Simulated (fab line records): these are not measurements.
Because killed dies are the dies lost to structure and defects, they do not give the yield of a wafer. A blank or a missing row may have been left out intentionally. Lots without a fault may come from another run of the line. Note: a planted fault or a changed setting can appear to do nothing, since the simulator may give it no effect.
fab line records | flow rit_cmos
record: lots: 6 wafers: 16 last_day: 6
route steps=202 shown SDANNEAL@156 PSD@157 NSD@158 PLDD@159 NLDD@160 SILICIDE@161 CONTACT@168
lots untouched by any fault: they come from a run of this same line in which no faults occurred
start_h: hours from the record's first day to the start of the lot's first wafer shown | wait_h: time in hours since the lot's previous step | " repeats the value in the row above | L1.1+2: one row covering several wafers at once | - either no value or no given start | * or withheld: withheld | < > ~ a bound
route shown NAME@n: NAME is a module with steps in the file, n the number in the route of the first one | usual: mean/standard deviation taken from wafers without a fault | same: alike in all rows | chamber/n: place in a boat | sites: the reading at each site | _std_site: how widely they spread, as a standard deviation | _edge_site: the outer-site mean with the inner-site mean subtracted | radius_mm: how far each site lies from the wafer's centre | mask NAME#n: copy n | behind: the last tool/chamber to shape the wafer | hold: the reason the lot was held/the length of the hold in hours/how it ended | device: transistor that didn't switch, given as n, p or np | end of line: at the end of the route, the tests of the same wafers | a step given without rows: its recipe and nothing more | killed: dies that structure and defects cost at the first sort, which is not the same as the wafer's yield | map: shows each die of a wafer: x if killed, . if not, _ if none is there
set.NAME: the run value of the setting; set.NAME@STEP: its run value at that earlier step | model.NAME: the simulator's own value behind a step, which no gauge read
lots at some steps of the route; a table a step, a row a wafer
services: a tool's chamber out of use, with start hour (start_h, from the record's first day; less than 0 if before it), hours out, and reason
== steps ==
step: RIT_SDANNEAL_RTA_03
recipe: temp_c: 1050 time_s: 5 idle_temp_c: 600 ramp_up_c_per_s: 342 ramp_down_c_per_s: 171 cool_to_c: 600 ambient: N2
usual: wafer_temp_C_max: 1053.6/1.1
columns lot.wafer tool chamber start_h wait_h wafer_temp_C_max
L495.1 rtp_anneal-01 0 57.82 0.0 1053.8
L495.3 " 0 " " 1053.4
L495.5 " 0 " " 1053.5
L501.3 rtp_anneal-01 0 88.65 0.0 1055.2
L502.1 rtp_anneal-02 0 90.95 0.0 1052.5
L502.2 " 0 " " 1053.5
L502.5 " 0 " " 1053.6
L504.3 rtp_anneal-02 0 103.75 0.0 1054.0
L504.5 " 0 " " 1052.6
L504.6 " 0 " " 1054.5
L506.1 rtp_anneal-02 0 111.03 0.0 1053.2
L506.3 " 0 " " 1055.1
L506.6 " 0 " " 1054.8
L511.4 rtp_anneal-01 0 135.16 0.0 1052.9
L511.5 " 0 " " 1052.3
L511.6 " 0 " " 1053.7
step: RIT_SDANNEAL_RS_MEAS_04
recipe: thk_meas_gauge: four-point-probe
usual: PSD_RS: 116.25/0.25
columns lot.wafer tool chamber start_h wait_h PSD_RS[ohm/sq]
L495.1 film_metro-01 - 57.88 0.0 116.14
L495.3 " - " " 116.38
L495.5 " - " " 116.23
L501.3 film_metro-02 - 88.73 0.1 115.93
L502.1 film_metro-02 - 91.01 0.0 116.21
L502.2 " - " " 116.20
L502.5 " - " " 116.31
L504.3 film_metro-02 - 103.83 0.1 115.94
L504.5 " - " " 116.29
L504.6 " - " " 116.41
L506.1 film_metro-04 - 111.09 0.0 116.40
L506.3 " - " " 115.90
L506.6 " - " " 116.41
L511.4 film_metro-01 - 135.25 0.1 116.09
L511.5 " - " " 116.33
L511.6 " - " " 116.40
step: RIT_SDANNEAL_RS_MEAS_05
recipe: thk_meas_gauge: four-point-probe
usual: NSD_RS: 84.7/0.3
columns lot.wafer tool chamber start_h wait_h NSD_RS[ohm/sq]
L495.1 film_metro-01 - 58.00 0.1 84.8
L495.3 " - " " 84.6
L495.5 " - " " 84.5
L501.3 film_metro-02 - 88.85 0.1 84.8
L502.1 film_metro-02 - 91.13 0.1 84.6
L502.2 " - " " 84.3
L502.5 " - " " 84.3
L504.3 film_metro-02 - 103.95 0.1 85.0
L504.5 " - " " 84.7
L504.6 " - " " 84.9
L506.1 film_metro-04 - 111.21 0.1 84.2
L506.3 " - " " 84.6
L506.6 " - " " 84.6
L511.4 film_metro-01 - 135.37 0.1 84.9
L511.5 " - " " 85.2
L511.6 " - " " 85.0
step: RIT_SDANNEAL_RS_MEAS_06
recipe: thk_meas_gauge: four-point-probe
usual: PLDD_RS: 178.8/0.44
columns lot.wafer tool chamber start_h wait_h PLDD_RS[ohm/sq]
L495.1 film_metro-01 - 58.12 0.1 179.0
L495.3 " - " " 178.4
L495.5 " - " " 178.3
L501.3 film_metro-02 - 88.97 0.1 178.7
L502.1 film_metro-02 - 91.25 0.1 178.4
L502.2 " - " " 178.4
L502.5 " - " " 178.3
L504.3 film_metro-02 - 104.07 0.1 179.0
L504.5 " - " " 179.1
L504.6 " - " " 179.4
L506.1 film_metro-04 - 111.33 0.1 178.8
L506.3 " - " " 178.4
L506.6 " - " " 178.7
L511.4 film_metro-01 - 135.49 0.1 178.6
L511.5 " - " " 178.5
L511.6 " - " " 179.0
step: RIT_SDANNEAL_RS_MEAS_07
recipe: thk_meas_gauge: four-point-probe
usual: NLDD_RS: 151.8/0.57
columns lot.wafer tool chamber start_h wait_h NLDD_RS[ohm/sq]
L495.1 film_metro-01 - 58.24 0.1 151.8
L495.3 " - " " 151.4
L495.5 " - " " 151.4
L501.3 film_metro-02 - 89.09 0.1 151.2
L502.1 film_metro-02 - 91.37 0.1 151.4
L502.2 " - " " 151.2
L502.5 " - " " 151.4
L504.3 film_metro-02 - 104.19 0.1 151.0
L504.5 " - " " 151.0
L504.6 " - " " 151.4
L506.1 film_metro-04 - 111.45 0.1 152.6
L506.3 " - " " 151.7
L506.6 " - " " 152.3
L511.4 film_metro-01 - 135.61 0.1 152.8
L511.5 " - " " 153.3
L511.6 " - " " 152.5
step: RIT_SILICIDE_WET_ETCH_00
recipe: chemistry: BOE target: SiO2 target_depth_nm: 14 time_s: 15 dry: n2_spin dilution: 10:1 temp_c: 21.5
step: RIT_SILICIDE_SPUTTER_01
recipe: material: Ti target_thk_nm: 30 power_w: 350 chamber_pressure_pa: 0.667 gas: Ar time_s: 240 substrate_temp_c: 25
usual: throttle_valve_pct: 30.2/0.93
columns lot.wafer tool chamber start_h wait_h throttle_valve_pct
L495.1 pvd_sputter-03 - 58.37 0.0 29.3
L495.3 " - " " 29.1
L495.5 " - " " 30.4
L501.3 pvd_sputter-01 - 89.18 0.0 29.2
L502.1 pvd_sputter-02 - 91.50 0.0 29.7
L502.2 " - " " 30.2
L502.5 " - " " 30.2
L504.3 pvd_sputter-03 - 104.28 0.0 29.4
L504.5 " - " " 29.0
L504.6 " - " " 29.4
L506.1 pvd_sputter-03 - 111.58 0.0 30.6
L506.3 " - " " 29.2
L506.6 " - " " 30.2
L511.4 pvd_sputter-01 - 135.68 0.0 31.7
L511.5 " - " " 30.2
L511.6 " - " " 31.6
step: RIT_SILICIDE_RS_MEAS_02
recipe: thk_meas_gauge: four-point-probe reads: Ti_of_SILICIDE_SPUTTER_01
usual: SILICIDE_TI_RS: 47.7/0.79
columns lot.wafer tool chamber start_h wait_h SILICIDE_TI_RS[ohm/sq]
L495.1 film_metro-03 - 58.52 0.1 48.0
L495.3 " - " " 46.9
L495.5 " - " " 47.1
L501.3 film_metro-03 - 89.37 0.1 48.1
L502.1 film_metro-04 - 91.65 0.1 48.7
L502.2 " - " " 47.9
L502.5 " - " " 47.9
L504.3 film_metro-04 - 104.47 0.1 47.6
L504.5 " - " " 46.7
L504.6 " - " " 47.1
L506.1 film_metro-03 - 111.73 0.1 47.4
L506.3 " - " " 47.6
L506.6 " - " " 47.1
L511.4 film_metro-01 - 135.89 0.1 47.6
L511.5 " - " " 47.3
L511.6 " - " " 47.3
step: RIT_SILICIDE_THK_MEAS_03
recipe: thk_meas_gauge: xrf reads: Ti_of_SILICIDE_SPUTTER_01
usual: SILICIDE_TI_THK: 30.0/0.4
columns lot.wafer tool chamber start_h wait_h SILICIDE_TI_THK[nm]
L495.1 film_metro-03 - 58.64 0.1 29.8
L495.3 " - " " 30.4
L495.5 " - " " 30.4
L501.3 film_metro-03 - 89.47 0.1 29.8
L502.1 film_metro-04 - 91.77 0.1 29.3
L502.2 " - " " 29.8
L502.5 " - " " 29.8
L504.3 film_metro-04 - 104.57 0.1 29.9
L504.5 " - " " 30.4
L504.6 " - " " 30.2
L506.1 film_metro-03 - 111.85 0.1 30.4
L506.3 " - " " 30.3
L506.6 " - " " 30.4
L511.4 film_metro-01 - 135.98 0.1 29.9
L511.5 " - " " 30.2
L511.6 " - " " 30.2
step: RIT_SILICIDE_RTA_04
recipe: temp_c: 650 time_s: 10 idle_temp_c: 25 ramp_up_s: 5 ramp_down_s: 5 cool_to_c: 25 ambient: N2
usual: wafer_temp_C_max: 654.2/0.95
columns lot.wafer tool chamber start_h wait_h wafer_temp_C_max
L495.1 rtp_anneal-02 0 58.70 0.1 653.8
L495.3 " 0 " " 655.5
L495.5 " 0 " " 654.2
L501.3 rtp_anneal-02 0 89.53 0.1 654.5
L502.1 rtp_anneal-01 0 91.83 0.1 653.2
L502.2 " 0 " " 654.0
L502.5 " 0 " " 655.4
L504.3 rtp_anneal-01 0 104.63 0.1 653.4
L504.5 " 0 " " 653.7
L504.6 " 0 " " 654.0
L506.1 rtp_anneal-01 0 111.91 0.1 654.0
L506.3 " 0 " " 652.9
L506.6 " 0 " " 653.7
L511.4 rtp_anneal-01 0 136.04 0.1 654.4
L511.5 " 0 " " 653.3
L511.6 " 0 " " 653.2
step: RIT_SILICIDE_WET_ETCH_05
recipe: chemistry: SPM target: Ti temp_c: 90 time_s: 120 dry: n2_spin
step: RIT_SILICIDE_RTA_06
recipe: temp_c: 750 time_s: 10 idle_temp_c: 25 ramp_up_s: 5 ramp_down_s: 10 cool_to_c: 25 ambient: N2
usual: wafer_temp_C_max: 754.8/0.9
columns lot.wafer tool chamber start_h wait_h wafer_temp_C_max
L495.1 rtp_anneal-01 0 58.81 0.0 754.4
L495.3 " 0 " " 754.0
L495.5 " 0 " " 754.4
L501.3 rtp_anneal-01 0 89.64 0.0 754.2
L502.1 rtp_anneal-02 0 91.94 0.0 753.5
L502.2 " 0 " " 755.4
L502.5 " 0 " " 754.6
L504.3 rtp_anneal-02 0 104.74 0.0 755.5
L504.5 " 0 " " 754.4
L504.6 " 0 " " 755.8
L506.1 rtp_anneal-02 0 112.02 0.0 755.7
L506.3 " 0 " " 754.0
L506.6 " 0 " " 755.3
L511.4 rtp_anneal-01 0 136.16 0.0 753.1
L511.5 " 0 " " 754.4
L511.6 " 0 " " 755.6
step: RIT_CONTACT_CVD_00
recipe: material: SiO2 target_thk_nm: 400 precursor: TEOS temp_c: 390 time_s: 61 rf_w: 400
usual: heater_power_w: 305/62 run_length_s: 88.9/0.53
columns lot.wafer tool chamber start_h wait_h heater_power_w run_length_s model.SiO2_of_CONTACT_CVD_00.thk_nm
L495.1 pecvd-02 2 58.94 0.1 310 88.0 393
L495.3 " 0 " " 342 88.6 395.9
L495.5 " 1 " " 253 89.7 398.7
L501.3 pecvd-02 0 89.69 0.0 272 119.9 595.2
L502.1 pecvd-04 2 92.00 0.1 272 88.8 393.2
L502.2 " 0 " " 383 89.4 391.8
L502.5 " 0 " " 402 89.9 399.8
L504.3 pecvd-02 1 104.79 0.0 331 89.8 392.3
L504.5 " 0 " " 356 119.9 609.1
L504.6 " 2 " " 234 88.6 399.9
L506.1 pecvd-03 0 112.09 0.1 316 88.2 392.2
L506.3 " 2 " " 360 89.6 387.2
L506.6 " 0 " " 327 88.1 396.8
L511.4 pecvd-04 2 136.21 0.0 268 88.3 402.4
L511.5 " 0 " " 421 90.1 408.4
L511.6 " 1 " " 213 88.5 403.7
step: RIT_CONTACT_THK_MEAS_01
recipe: reads: SiO2_of_CONTACT_CVD_00
usual: CONTACT_TEOS_THK: 397/4.9
columns lot.wafer tool chamber start_h wait_h hold CONTACT_TEOS_THK[nm]
L495.1 film_metro-04 - 58.99 0.0 - 393
L495.3 " - " " - 396
L495.5 " - " " - 399
L501.3 film_metro-03 - 89.76 0.0 await_dispo/0.2h/release 595
L501.3 film_metro-03 - 89.98 0.2 - 595
L502.1 film_metro-03 - 92.05 0.0 - 393
L502.2 " - " " - 392
L502.5 " - " " - 400
L504.3 film_metro-02 - 104.86 0.0 await_dispo/0.2h/release 392
L504.5 " - " " await_dispo/0.2h/release 609
L504.6 " - " " await_dispo/0.2h/release 400
L504.3 film_metro-02 - 105.09 0.2 - 392
L504.5 " - " " - 609
L504.6 " - " " - 400
L506.1 film_metro-03 - 112.14 0.0 - 392
L506.3 " - " " - 387
L506.6 " - " " - 397
L511.4 film_metro-04 - 136.27 0.0 - 402
L511.5 " - " " - 408
L511.6 " - " " - 404
step: RIT_CONTACT_COAT_03
recipe: resist: NOVOLAK spin_rpm: 3250 resist_thk_nm: 982.9
step: RIT_CONTACT_SOFTBAKE_04
recipe: resist: NOVOLAK temp_c: 90 time_s: 60
step: RIT_CONTACT_EXPOSE_05
recipe: mask_id: M11 na: 0.6 source_shape: conventional sigma_outer: 0.5 target_cd_nm: 1000 dose_mj: 250
step: RIT_CONTACT_PEB_06
recipe: resist: NOVOLAK temp_c: withheld time_s: withheld
step: RIT_CONTACT_DEVELOP_07
recipe: resist: NOVOLAK develop_time_s: 120 dev_temp_c: 23
step: RIT_CONTACT_CD_MEAS_08
recipe: target_cd_nm: 1000
usual: cd_nm: 999.1/2.5
columns lot.wafer tool chamber start_h wait_h cd_nm
L495.1 cd_sem-02 - 60.02 - 997.9
L495.3 " - " " 999.8
L495.5 " - " " 997.9
L502.1 cd_sem-01 - 93.08 - 1001.6
L502.2 " - " " 1002.9
L502.5 " - " " 1001.9
L501.3 cd_sem-01 - 94.36 - 997.1
L504.3 cd_sem-02 - 107.13 - 997.7
L504.5 " - " " 995.6
L504.6 " - " " 996.1
L506.1 cd_sem-02 - 113.17 - 996.7
L506.3 " - " " 996.3
L506.6 " - " " 998.6
L511.4 cd_sem-02 - 137.36 - 996.8
L511.5 " - " " 996.3
L511.6 " - " " 995.9
step: RIT_CONTACT_OVL_MEAS_09
usual: CONTACT_OVL: 0.9/1.5
columns lot.wafer tool chamber start_h wait_h CONTACT_OVL[nm]
L495.1 overlay-02 - 60.14 0.1 -0.4
L495.3 " - " " -0.2
L495.5 " - " " -0.5
L502.1 overlay-01 - 93.20 0.1 -0.3
L502.2 " - " " 0.8
L502.5 " - " " -2.1
L501.3 overlay-01 - 94.45 0.1 3.4
L504.3 overlay-01 - 107.22 0.1 2.0
L504.5 " - " " 1.2
L504.6 " - " " 0.5
L506.1 overlay-01 - 113.29 0.1 3.0
L506.3 " - " " 3.3
L506.6 " - " " 0.6
L511.4 overlay-02 - 137.44 0.1 -0.5
L511.5 " - " " 0.8
L511.6 " - " " -1.0
step: RIT_CONTACT_HARDBAKE_10
recipe: resist: NOVOLAK temp_c: 140 time_s: 60
step: RIT_CONTACT_ETCH_11
recipe: target_depth_a: 4800 over_etch_frac: 0.2 stop_on: TiSi2 chemistry: CHF3/CF4/Ar target: SiO2 CHF3_flow_sccm: 50 cf4_flow_sccm: 10 Ar_flow_sccm: 100 O2_flow_sccm: 5 pressure_mtorr: 100 rf_w: 200 time_s: 320
usual: chamber_pressure_mTorr: 99.99/0.093 drypump_motor_current_A: 5.9/0.52 oes_product_au: 0.982/0.019 throttle_valve_pct: 8.86/0.14
columns lot.wafer tool chamber start_h wait_h chamber_pressure_mTorr drypump_motor_current_A oes_product_au rf_hours_counter_h throttle_valve_pct model.CONTACT.feature_depth_nm model.etch.depth_nm
L495.1 rie_diel-02 2 60.32 0.1 99.94 5.4 0.988 1 8.98 393 393
L495.3 " 3 " " 100.07 5.0 1.012 126 8.96 395.9 395.9
L495.5 " 3 " " 100.09 5.0 1.010 - 8.95 398.7 398.7
L502.1 rie_diel-01 3 93.39 0.1 100.11 5.6 0.989 8 8.80 393.2 393.2
L502.2 " 2 " " 100.11 5.2 0.973 120 8.72 391.8 391.8
L502.5 " 3 " " 99.99 5.6 0.976 - 8.79 399.8 399.8
L501.3 rie_diel-01 3 94.63 0.1 100.06 5.6 1.000 7 8.80 488.3 488.3
L504.3 rie_diel-01 2 107.53 0.1 100.04 5.2 0.969 120 8.70 392.3 392.3
L504.5 " 1 " " 99.98 5.8 1.019 - 8.96 489.1 489.1
L504.6 " 2 " " 100.02 5.2 0.972 - 8.72 399.9 399.9
L506.1 rie_diel-02 0 113.49 0.1 100.07 6.5 0.965 4 9.07 392.2 392.2
L506.3 " 2 " " 100.11 5.4 0.993 2 8.97 387.2 387.2
L506.6 " 0 " " 99.82 6.5 0.963 - 9.07 396.8 396.8
L511.4 rie_diel-03 1 137.61 0.1 99.97 5.9 1.020 3 8.85 402.4 402.4
L511.5 " 3 " " 100.13 6.5 0.965 - 8.71 408.4 408.4
L511.6 " 0 " " 99.98 5.7 0.967 - 9.06 403.7 403.7
step: RIT_CONTACT_STRIP_12
recipe: chemistry: O2 time_s: 180 resist: NOVOLAK platen_temp_c: withheld power_w: 500 pressure_mtorr: 4000 o2_flow_sccm: 4000
usual: chamber_pressure_mTorr: 4000/4.3 drypump_motor_current_A: 5.6/0.39
columns lot.wafer tool chamber start_h wait_h chamber_pressure_mTorr drypump_motor_current_A rf_hours_counter_h
L495.1 plasma_asher-02 0 60.52 0.1 3996 5.7 23
L495.3 " 1 " " 4007 6.1 -
L495.5 " 1 " " 3993 6.2 -
L502.1 plasma_asher-01 0 93.58 0.1 4000 5.0 46
L502.2 " 1 " " 4000 6.0 46
L502.5 " 0 " " 3997 5.1 -
L501.3 plasma_asher-01 1 94.88 0.2 3997 6.0 -
L504.3 plasma_asher-03 1 107.78 0.2 3998 5.7 -
L504.5 " 0 " " 4006 5.7 -
L504.6 " 1 " " 4005 5.7 -
L506.1 plasma_asher-01 0 113.69 0.1 4005 5.0 49
L506.3 " 0 " " 3994 5.0 -
L506.6 " 1 " " 3994 6.0 -
L511.4 plasma_asher-03 0 137.86 0.2 4003 5.8 -
L511.5 " 0 " " 4003 5.8 -
L511.6 " 1 " " 4008 5.7 -
step: RIT_CONTACT_CD_MEAS_90
recipe: target_cd_nm: 1000
usual: cd_nm: 999.2/2.5
columns lot.wafer tool chamber start_h wait_h cd_nm
L495.1 cd_sem-01 - 60.69 0.1 998.2
L495.3 " - " " 1000.1
L495.5 " - " " 998.6
L502.1 cd_sem-02 - 93.76 0.1 1001.2
L502.2 " - " " 1002.0
L502.5 " - " " 1001.6
L501.3 cd_sem-01 - 95.04 0.1 997.3
L504.3 cd_sem-01 - 107.94 0.1 997.5
L504.5 " - " " 996.1
L504.6 " - " " 996.1
L506.1 cd_sem-01 - 113.86 0.1 996.2
L506.3 " - " " 997.1
L506.6 " - " " 998.0
L511.4 cd_sem-01 - 138.03 0.1 996.4
L511.5 " - " " 996.8
L511.6 " - " " 996.1
step: RIT_CONTACT_CLEAN_13
recipe: chemistry: SC1 mix: 3:3:50 time_s: 600 temp_c: 75
usual: bath_heat_duty_pct: 15.4/1.1
columns lot.wafer tool chamber start_h wait_h bath_heat_duty_pct model.SiO2_of_CONTACT_CVD_00.thk_nm
L495.1 wet_bench-02 1 60.81 0.1 16.2 388.9
L495.3 " 1 " " 15.4 391.8
L495.5 " 1 " " 16.7 394.7
L502.1 wet_bench-02 2 93.88 0.1 14.0 389.1
L502.2 " 2 " " 14.1 387.7
L502.5 " 2 " " 12.8 395.7
L501.3 wet_bench-01 1 95.14 0.1 16.3 591.2
L504.3 wet_bench-04 0 108.02 0.1 13.2 388.2
L504.5 " 0 " " 14.6 605
L504.6 " 0 " " 14.1 395.8
L506.1 wet_bench-04 2 113.98 0.1 15.9 388.1
L506.3 " 2 " " 14.1 383.2
L506.6 " 2 " " 16.1 392.8
L511.4 wet_bench-02 3 138.09 0.0 18.5 398.2
L511.5 " 3 " " 16.5 404.2
L511.6 " 3 " " 16.4 399.5
step: RIT_CONTACT_CLEAN_14
recipe: chemistry: SC2 mix: 3:3:50 time_s: 600 temp_c: 75 dry: n2_spin
== services ==
columns tool chamber start_h hours kind
pvd_sputter-01 - 44.00 1.0 repair
pvd_sputter-01 - 44.92 1.9 repair
rie_diel-01 1 64.65 1.4 repair
rie_diel-01 - 82.53 0.4 repair
pvd_sputter-01 - 82.66 2.6 repair
pecvd-03 0 83.65 6.3 repair
rie_diel-02 2 89.08 3.8 repair
rie_diel-01 0 91.52 3.6 repair
plasma_asher-02 - 92.79 55.8 repair
wet_bench-04 - 93.48 7.8 repair
pecvd-02 - 95.61 0.9 repair
pecvd-02 1 116.75 3.9 repair
rie_diel-02 - 120.74 2.8 pm
rtp_anneal-02 - 132.92 4.8 pm
pecvd-04 - 137.66 0.8 repair
== key ==
first_sign: step: RIT_CONTACT_CVD_00 reading: run_length_s direction: up sigmas: 58 usual: * struck: *
effect: step: RIT_CONTACT_THK_MEAS_01 reading: visit direction: added
effect: step: RIT_CONTACT_THK_MEAS_01 reading: CONTACT_TEOS_THK direction: up sigmas: 42 usual: 397 struck: 602
model_effect: step: RIT_CONTACT_CVD_00 value: SiO2_of_CONTACT_CVD_00.thk_nm without: 397.7 struck: 602.2
model_effect: step: RIT_CONTACT_ETCH_11 value: CONTACT.feature_depth_nm without: 397.7 struck: 488.7
model_effect: step: RIT_CONTACT_CLEAN_13 value: SiO2_of_CONTACT_CVD_00.thk_nm without: 393.7 struck: 598.1
met_at RIT_CONTACT_CVD_00
struck_wafers L501.3,L504.5
later_rows_left_out L501.3,L504.5
sort_left_out L501.3,L504.5
tester_left_out L501,L504
onset_between 58.94 89.69
fault: kind: process_parameter_drift tool: pecvd-02 chamber: 0 onset_h: 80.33 steps: RIT_CONTACT_CVD_00 channel: time_s offset: * shape: step end_h: 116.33 stated: *
tester_left_out: of these lots the tester's yield and bins aren't shown, on N5 and GAA mostly nor the transistor test; their killed dies are dies lost to structure and defects alone, not to doping, threshold or leakage, so they don't give the yield
sort_left_out: the simulated sort isn't trusted on such a fault, so these wafers' sort isn't shown, and their yield isn't known
later_rows_left_out: the simulator's readings of these wafers behind a module that went badly wrong aren't trusted and aren't shown, but for the sort
